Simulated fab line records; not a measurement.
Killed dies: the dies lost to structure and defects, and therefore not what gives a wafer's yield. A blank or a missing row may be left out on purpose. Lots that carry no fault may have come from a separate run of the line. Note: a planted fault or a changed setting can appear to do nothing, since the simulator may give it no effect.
fab line records ; flow rit_cmos
record: lots: 14; wafers: 42; last_day: 7
route steps=202 shown PWELL@48 M1@202
lots that met no fault: taken from a fault-free run of the same line
start_h: hours from the record's first day to the start of the lot's first wafer shown ; wait_h: hours elapsed since this lot's preceding step ; " unchanged from the row above ; L1.1+2: a single row standing in for several wafers ; - no value, or no start given ; * or withheld: withheld ; < > ~ a bound
route shown NAME@n: names a module that has steps shown in the file, with the first one's number in the route ; usual: mean/standard deviation of fault-free wafers ; same: alike in all rows ; chamber/n: place in a boat ; sites: each site's reading ; _std_site: standard deviation across them ; _edge_site: outer sites' mean less inner sites' ; radius_mm: how far each site lies from the wafer's centre ; mask NAME#n: copy n ; behind: the most recent tool/chamber to have shaped the wafer ; hold: what put the lot on hold/how long, in hours/how the hold closed ; device: the transistor (n, p or np) that didn't switch ; end of line: at the end of the route, the tests of the same wafers ; step lacking rows: just its recipe ; killed: dies that structure and defects cost at the first sort, which is not the same as the wafer's yield ; map: dies across one wafer; x = killed, . = not, _ = none there
set.NAME: the setting the step ran with; set.NAME@STEP: the setting that earlier step ran with ; model.NAME: the simulator's own value behind a step, which no gauge read
route steps across a sampled set of lots; one table per step, one row per wafer
services: when a tool's chamber went out of use (start_h, in hours from the record's first day, below 0 if earlier), for how many hours, and the reason
== steps ==
step: RIT_PWELL_STRIP_09
recipe: chemistry: O2; time_s: 180; resist: NOVOLAK; platen_temp_c: withheld; power_w: 500; pressure_mtorr: 4000; o2_flow_sccm: 4000
usual: drypump_motor_current_A: 5.44/0.24; o2_flow_sccm: 4001/11
same: time_s: 180
lot.wafer;tool;chamber;start_h;wait_h;drypump_motor_current_A;o2_flow_sccm;rf_hours_counter_h
L213.2;plasma_asher-03;1;22.27;0.1;5.41;3999;37
L213.4;plasma_asher-03;1;22.27;0.1;5.39;4010;-
L213.5;plasma_asher-03;1;22.27;0.1;5.44;3996;-
L214.3;plasma_asher-01;0;27.33;0.1;5.37;4012;-
L214.5;plasma_asher-01;0;27.33;0.1;5.36;4021;-
L214.6;plasma_asher-01;1;27.33;0.1;5.25;4015;-
L215.1;plasma_asher-01;0;33.11;0.1;5.36;3995;40
L215.4;plasma_asher-01;0;33.11;0.1;5.36;3994;-
L215.5;plasma_asher-01;0;33.11;0.1;5.35;3988;-
L217.2;plasma_asher-04;0;42.45;0.1;5.38;4005;25
L217.5;plasma_asher-04;0;42.45;0.1;5.38;4009;-
L217.6;plasma_asher-04;1;42.45;0.1;5.28;4006;-
L219.1;plasma_asher-04;1;52.42;0.1;5.25;4016;26
L219.4;plasma_asher-04;1;52.42;0.1;5.27;4005;-
L219.6;plasma_asher-04;1;52.42;0.1;5.26;3988;-
L220.3;plasma_asher-04;1;57.99;0.1;5.27;3986;-
L220.4;plasma_asher-04;0;57.99;0.1;5.38;4004;-
L220.5;plasma_asher-04;0;57.99;0.1;5.39;4010;-
L226.2;plasma_asher-03;1;87.37;0.1;5.37;5992;44
L226.4;plasma_asher-03;0;87.37;0.1;5.97;6003;-
L226.6;plasma_asher-03;1;87.37;0.1;5.37;6001;-
L227.1;plasma_asher-03;0;92.49;0.1;5.95;5990;45
L227.2;plasma_asher-03;1;92.49;0.1;5.40;5987;45
L227.5;plasma_asher-03;1;92.49;0.1;5.40;6004;-
L228.1;plasma_asher-01;0;99.61;0.1;5.35;4009;47
L228.2;plasma_asher-01;1;99.61;0.1;5.26;4003;47
L228.5;plasma_asher-01;1;99.61;0.1;5.26;4017;-
L229.2;plasma_asher-04;1;102.46;0.1;5.31;4002;31
L229.4;plasma_asher-04;1;102.46;0.1;5.33;4009;-
L229.6;plasma_asher-04;0;102.46;0.1;5.40;3983;-
L230.1;plasma_asher-04;0;107.66;0.1;5.42;4005;32
L230.2;plasma_asher-04;1;107.66;0.1;5.27;3998;32
L230.6;plasma_asher-04;1;107.66;0.1;5.31;3990;-
L233.3;plasma_asher-01;1;124.93;0.1;5.26;3993;-
L233.4;plasma_asher-01;0;124.93;0.1;5.37;4008;-
L233.6;plasma_asher-01;0;124.93;0.1;5.37;4004;-
L234.2;plasma_asher-04;1;129.32;0.1;5.31;4003;34
L234.5;plasma_asher-04;0;129.32;0.1;5.37;4003;-
L234.6;plasma_asher-04;1;129.32;0.1;5.28;3990;-
L235.1;plasma_asher-04;1;133.90;0.1;5.31;3986;35
L235.2;plasma_asher-04;0;133.90;0.1;5.39;4003;35
L235.6;plasma_asher-04;1;133.90;0.1;5.34;4020;-
step: RIT_M1_PROBE_99
usual: killed_at_M0_to_M3: 0.0/0.16; killed_at_contacts: 0.1/0.25; killed_at_front_end: 7/3.1; killed_dies: 7/3.1; killed_on_rim: 1.9/1.4; killed_open: 3.6/2; killed_short: 3.5/2
same: gross_dies: 264; killed_at_M4_up: 0; killed_at_back_side: 0; killed_at_other: 0
lot.wafer;tool;chamber;start_h;wait_h;killed_at_M0_to_M3;killed_at_contacts;killed_at_front_end;killed_dies;killed_on_rim;killed_open;killed_short
L213.2;prober-02;-;56.40;0.1;0;0;4;4;0;2;2
L213.4;prober-02;-;56.50;0.2;0;0;4;4;2;3;1
L213.5;prober-02;-;56.55;0.2;0;0;8;8;1;4;4
L214.3;prober-01;-;61.49;0.2;1;0;5;6;2;4;2
L214.5;prober-01;-;61.59;0.2;0;0;4;4;2;2;2
L214.6;prober-01;-;61.64;0.2;0;0;4;4;1;3;1
L215.1;prober-02;-;67.67;0.1;0;1;2;3;0;1;2
L215.4;prober-02;-;67.82;0.2;0;0;5;5;4;4;1
L215.5;prober-02;-;67.87;0.2;0;0;2;2;1;0;2
L217.2;prober-02;-;78.35;0.1;0;0;8;8;2;5;3
L217.5;prober-02;-;78.50;0.2;0;0;11;11;3;7;4
L217.6;prober-02;-;78.55;0.2;0;0;7;7;3;1;6
L219.1;prober-02;-;86.29;0.1;0;0;5;5;2;3;2
L219.4;prober-02;-;86.44;0.2;0;0;5;5;3;2;3
L219.6;prober-02;-;86.54;0.2;0;0;12;12;4;5;7
L220.3;prober-01;-;92.65;0.2;0;0;5;5;1;3;2
L220.4;prober-01;-;92.70;0.2;0;1;4;5;1;0;5
L220.5;prober-01;-;92.75;0.2;0;0;6;6;2;1;5
L226.2;prober-01;-;123.18;0.1;0;0;8;8;4;4;4
L226.4;prober-01;-;123.28;0.2;0;0;9;9;3;5;4
L226.6;prober-01;-;123.38;0.2;0;0;6;6;2;3;3
L227.1;prober-02;-;128.85;0.1;0;0;4;4;2;1;3
L227.2;prober-02;-;128.90;0.1;0;0;8;8;0;3;5
L227.5;prober-02;-;129.05;0.2;0;0;9;9;2;3;6
L228.1;prober-01;-;135.02;0.1;0;0;12;12;3;8;4
L228.2;prober-01;-;135.07;0.1;0;0;8;8;1;4;4
L228.5;prober-01;-;135.22;0.2;0;0;12;12;2;6;6
L229.2;prober-02;-;139.71;0.1;0;0;7;7;3;7;0
L229.4;prober-02;-;139.81;0.2;0;0;6;6;1;3;3
L229.6;prober-02;-;139.91;0.2;0;0;2;2;0;1;1
L230.1;prober-01;-;142.72;0.1;0;0;9;9;5;5;4
L230.2;prober-01;-;142.77;0.1;0;0;5;5;0;3;2
L230.6;prober-01;-;142.97;0.2;0;0;11;11;6;6;5
L233.3;prober-02;-;163.66;0.2;0;0;8;8;0;6;2
L233.4;prober-02;-;163.71;0.2;0;1;4;5;3;2;3
L233.6;prober-02;-;163.81;0.2;0;0;8;8;3;3;5
L234.2;prober-01;-;165.75;0.1;0;0;10;10;4;2;8
L234.5;prober-01;-;165.90;0.2;0;0;7;7;1;5;2
L234.6;prober-01;-;165.95;0.2;0;0;10;10;4;6;4
L235.1;prober-02;-;168.17;0.1;0;0;3;3;2;1;2
L235.2;prober-02;-;168.22;0.1;0;0;6;6;0;4;2
L235.6;prober-02;-;168.42;0.2;0;0;3;3;1;2;1
killed by level:class
L213.2 REOX:geometric_particle:short=2 GATE:geometric_particle:open=1 SPACER:geometric_particle:open=1
L213.4 FOX1:geometric_particle:open=2 FOX1:geometric_particle:short=1 GATE:geometric_particle:open=1
L213.5 GATE:geometric_particle:open=2 REOX:geometric_particle:short=2 FOX1:geometric_particle:open=1 FOX1:geometric_particle:short=1 REOX:geometric_particle:open=1 SPACER:geometric_particle:short=1
L214.3 FOX1:geometric_particle:open=1 GATE:geometric_particle:open=1 REOX:geometric_particle:open=1 SPACER:geometric_particle:open=1 SPACER:geometric_particle:short=1 M1:geometric_particle:short=1
L214.5 REOX:geometric_particle:open=2 FOX1:geometric_particle:short=1 REOX:geometric_particle:short=1
L214.6 FOX1:geometric_particle:short=1 FOX1:geometric_particle:open=1 FOX2:geometric_particle:open=1 GATE:geometric_particle:open=1
L215.1 REOX:geometric_particle:open=1 SILICIDE:geometric_particle:short=1 CONTACT:geometric_particle:short=1
L215.4 FOX1:geometric_particle:open=1 FOX2:geometric_particle:open=1 REOX:geometric_particle:short=1 REOX:geometric_particle:open=1 SILICIDE:geometric_particle:open=1
L215.5 GATE:geometric_particle:short=1 SILICIDE:geometric_particle:short=1
L217.2 GATE:geometric_particle:open=2 SILICIDE:geometric_particle:short=2 SILICIDE:geometric_particle:open=2 REOX:geometric_particle:open=1 SPACER:geometric_particle:short=1
L217.5 GATE:geometric_particle:open=3 REOX:geometric_particle:open=2 FOX1:geometric_particle:short=1 GATE:geometric_particle:short=1 SPACER:geometric_particle:short=1 SPACER:geometric_particle:open=1 SILICIDE:geometric_particle:open=1 SILICIDE:geometric_particle:short=1
L217.6 REOX:geometric_particle:short=4 GATE:geometric_particle:short=1 REOX:geometric_particle:open=1 SILICIDE:geometric_particle:short=1
L219.1 FOX1:geometric_particle:short=2 SPACER:geometric_particle:open=2 FOX1:geometric_particle:open=1
L219.4 SPACER:geometric_particle:short=2 FOX1:geometric_particle:short=1 FOX2:geometric_particle:open=1 GATE:geometric_particle:open=1
L219.6 GATE:geometric_particle:open=4 GATE:geometric_particle:short=3 FOX1:geometric_particle:short=1 REOX:geometric_particle:short=1 SPACER:geometric_particle:short=1 SILICIDE:geometric_particle:short=1 SILICIDE:geometric_particle:open=1
L220.3 GATE:geometric_particle:short=2 GATE:geometric_particle:open=2 FOX2:geometric_particle:open=1
L220.4 FOX1:geometric_particle:short=1 FOX2:geometric_particle:short=1 GATE:geometric_particle:short=1 REOX:geometric_particle:short=1 CONTACT:geometric_particle:short=1
L220.5 GATE:geometric_particle:short=4 FOX1:geometric_particle:open=1 FOX1:geometric_particle:short=1
L226.2 GATE:geometric_particle:short=2 GATE:geometric_particle:open=2 FOX1:geometric_particle:open=1 REOX:geometric_particle:short=1 SILICIDE:geometric_particle:short=1 SILICIDE:geometric_particle:open=1
L226.4 GATE:geometric_particle:open=2 REOX:geometric_particle:short=2 FOX1:geometric_particle:open=1 FOX2:geometric_particle:short=1 GATE:geometric_particle:short=1 REOX:geometric_particle:open=1 SILICIDE:geometric_particle:open=1
L226.6 GATE:geometric_particle:open=2 GATE:geometric_particle:short=1 REOX:geometric_particle:open=1 REOX:geometric_particle:short=1 SILICIDE:geometric_particle:short=1
L227.1 GATE:geometric_particle:short=2 FOX2:geometric_particle:short=1 GATE:geometric_particle:open=1
L227.2 FOX1:geometric_particle:open=2 REOX:geometric_particle:short=2 FOX1:geometric_particle:short=1 FOX2:geometric_particle:short=1 GATE:geometric_particle:short=1 GATE:geometric_particle:open=1
L227.5 SPACER:geometric_particle:short=3 GATE:geometric_particle:short=2 FOX1:geometric_particle:open=1 FOX1:geometric_particle:short=1 GATE:geometric_particle:open=1 REOX:geometric_particle:open=1
L228.1 GATE:geometric_particle:open=6 REOX:geometric_particle:short=2 GATE:geometric_particle:short=1 REOX:geometric_particle:open=1 SPACER:geometric_particle:short=1 SILICIDE:geometric_particle:open=1
L228.2 GATE:geometric_particle:open=2 GATE:geometric_particle:short=2 REOX:geometric_particle:short=1 SPACER:geometric_particle:short=1 SPACER:geometric_particle:open=1 SILICIDE:geometric_particle:open=1
L228.5 GATE:geometric_particle:open=3 REOX:geometric_particle:short=2 SPACER:geometric_particle:short=2 SILICIDE:geometric_particle:short=2 REOX:geometric_particle:open=1 SPACER:geometric_particle:open=1 SILICIDE:geometric_particle:open=1
L229.2 FOX2:geometric_particle:open=2 GATE:geometric_particle:open=2 REOX:geometric_particle:open=1 SPACER:geometric_particle:open=1 SILICIDE:geometric_particle:open=1
L229.4 ACTIVE:geometric_particle:open=1 FOX2:geometric_particle:open=1 GATE:geometric_particle:open=1 GATE:geometric_particle:short=1 REOX:geometric_particle:short=1 SILICIDE:geometric_particle:short=1
L229.6 FOX1:geometric_particle:open=1 GATE:geometric_particle:short=1
L230.1 GATE:geometric_particle:open=3 REOX:geometric_particle:short=2 FOX1:geometric_particle:open=1 FOX2:geometric_particle:short=1 GATE:geometric_particle:short=1 SPACER:geometric_particle:open=1
L230.2 GATE:geometric_particle:open=3 FOX1:geometric_particle:short=1 GATE:geometric_particle:short=1
L230.6 GATE:geometric_particle:short=2 REOX:geometric_particle:open=2 SPACER:geometric_particle:open=2 GATE:geometric_particle:open=1 REOX:geometric_particle:short=1 SILICIDE:geometric_particle:short=1 SPACER:geometric_particle:short=1 SILICIDE:geometric_particle:open=1
L233.3 SPACER:geometric_particle:open=3 FOX1:geometric_particle:open=2 FOX1:geometric_particle:short=2 REOX:geometric_particle:open=1
L233.4 ACTIVE:geometric_particle:open=1 FOX1:geometric_particle:open=1 REOX:geometric_particle:short=1 SILICIDE:geometric_particle:short=1 CONTACT:geometric_particle:short=1
L233.6 FOX1:geometric_particle:open=2 SPACER:geometric_particle:short=2 FOX1:geometric_particle:short=1 GATE:geometric_particle:short=1 REOX:geometric_particle:short=1 SILICIDE:geometric_particle:open=1
L234.2 SILICIDE:geometric_particle:short=3 GATE:geometric_particle:short=2 FOX1:geometric_particle:short=1 GATE:geometric_particle:open=1 REOX:geometric_particle:short=1 SPACER:geometric_particle:short=1 SILICIDE:geometric_particle:open=1
L234.5 FOX1:geometric_particle:short=2 FOX2:geometric_particle:open=1 GATE:geometric_particle:open=1 REOX:geometric_particle:open=1 SPACER:geometric_particle:open=1 SILICIDE:geometric_particle:open=1
L234.6 REOX:geometric_particle:short=2 SPACER:geometric_particle:open=2 SILICIDE:geometric_particle:open=2 FOX1:geometric_particle:short=1 FOX1:geometric_particle:open=1 FOX2:geometric_particle:open=1 SILICIDE:geometric_particle:short=1
L235.1 GATE:geometric_particle:open=1 GATE:geometric_particle:short=1 SILICIDE:geometric_particle:short=1
L235.2 GATE:geometric_particle:open=2 SILICIDE:geometric_particle:open=2 GATE:geometric_particle:short=1 SPACER:geometric_particle:short=1
L235.6 GATE:geometric_particle:open=1 GATE:geometric_particle:short=1 REOX:geometric_particle:open=1
== services ==
tool;chamber;start_h;hours;kind
plasma_asher-04;-;30.46;1.8;repair
plasma_asher-04;-;59.66;0.8;repair
plasma_asher-01;-;77.77;2.8;pm
plasma_asher-01;-;108.75;9.0;pm
plasma_asher-01;0;108.75;9.0;vent_cycle
plasma_asher-01;1;108.75;9.0;vent_cycle
plasma_asher-01;0;117.75;-;clean
plasma_asher-01;1;117.75;-;clean
== key ==
first_sign: step: RIT_PWELL_STRIP_09; reading: o2_flow_sccm; direction: up; sigmas: 99+; usual: 4001; struck: 5996
effect none on later readings
met_at RIT_PWELL_STRIP_09
struck_lots L226,L227
tester_left_out L226,L227
loop_trim: step: RIT_M1_EXPOSE_06; setting: dose; lots: L226
onset_between 22.27 87.37
fault: kind: process_parameter_drift; tool: plasma_asher-03; chamber: -; onset_h: 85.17; steps: RIT_PWELL_STRIP_09; channel: o2_flow_sccm; offset: 2000; shape: step; end_h: 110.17; acts_in: these_recipes_only; stated: 4000
tester_left_out: of these lots the tester's yield and bins aren't shown, on N5 and GAA mostly nor the transistor test; their killed dies are dies lost to structure and defects alone, not to doping, threshold or leakage, so they don't give the yield
loop_trim: a control loop set the setting to another value than it would have without faults
